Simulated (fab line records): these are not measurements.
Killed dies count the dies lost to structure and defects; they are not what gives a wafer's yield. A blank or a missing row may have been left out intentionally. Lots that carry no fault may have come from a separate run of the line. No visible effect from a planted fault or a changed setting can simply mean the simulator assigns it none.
Matching of chambers || flow berkeleyCmos170 || 3 sister chambers for UCB170_V2_CVD_00 on pecvd-01
The step deposits SiO2 from TEOS/O2, target thk 2000 nm, time 250 s. 6 wafers are shown with their chamber, then 8 later ones without.

## WAFERS, EACH WITH ITS CHAMBER
{"wafer": "L574.4", "chamber": 2, "heaterPowerW (W)": 170}
{"wafer": "L578.2", "chamber": 2, "heaterPowerW (W)": 195}
{"wafer": "L579.2", "chamber": 0, "heaterPowerW (W)": 277}
{"wafer": "L579.3", "chamber": 1, "heaterPowerW (W)": 307}
{"wafer": "L579.4", "chamber": 1, "heaterPowerW (W)": 225}
{"wafer": "L576.2", "chamber": 0, "heaterPowerW (W)": 309}

## WAFERS WITHOUT THEIR CHAMBER
{"wafer": "L576.3", "heaterPowerW (W)": 249}
{"wafer": "L576.5", "heaterPowerW (W)": 224}
{"wafer": "L581.2", "heaterPowerW (W)": 243}
{"wafer": "L581.5", "heaterPowerW (W)": 171}
{"wafer": "L581.6", "heaterPowerW (W)": 237}
{"wafer": "L580.2", "heaterPowerW (W)": 306}
{"wafer": "L580.5", "heaterPowerW (W)": 236}
{"wafer": "L580.6", "heaterPowerW (W)": 240}

## THE CHAMBER EACH PASSED THROUGH
{"wafer": "L576.3", "from the rows above": "can't be placed: 1 or 0 or 2", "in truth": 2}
{"wafer": "L576.5", "from the rows above": "can't be placed: 2 or 1 or 0", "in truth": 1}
{"wafer": "L581.2", "from the rows above": "can't be placed: 1 or 0 or 2", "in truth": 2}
{"wafer": "L581.5", "from the rows above": 2, "in truth": 2}
{"wafer": "L581.6", "from the rows above": "can't be placed: 1 or 2 or 0", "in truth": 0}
{"wafer": "L580.2", "from the rows above": "can't be placed: 0 or 1", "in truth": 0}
{"wafer": "L580.5", "from the rows above": "can't be placed: 1 or 2 or 0", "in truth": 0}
{"wafer": "L580.6", "from the rows above": "can't be placed: 1 or 0 or 2", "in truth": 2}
Correct placement for 1 of the 8. Cannot be placed on the basis of these rows: 7; the candidates contain the true chamber in 7. Placed wrongly: 0.
How it was worked out, from the rows above alone: a wafer's distance from a chamber is the root of the sum, over the readings, of the square of ((its reading less the chamber's mean) divided by the reading's scatter). The wafer belongs to the nearest chamber; if the next one is less than 2 further off, it can't be placed. The mean given for a chamber averages the wafers shown for that chamber. The scatter is the square root of a quotient: the sum, over the shown wafers, of each reading's squared deviation from its chamber's mean, divided by wafers minus chambers.
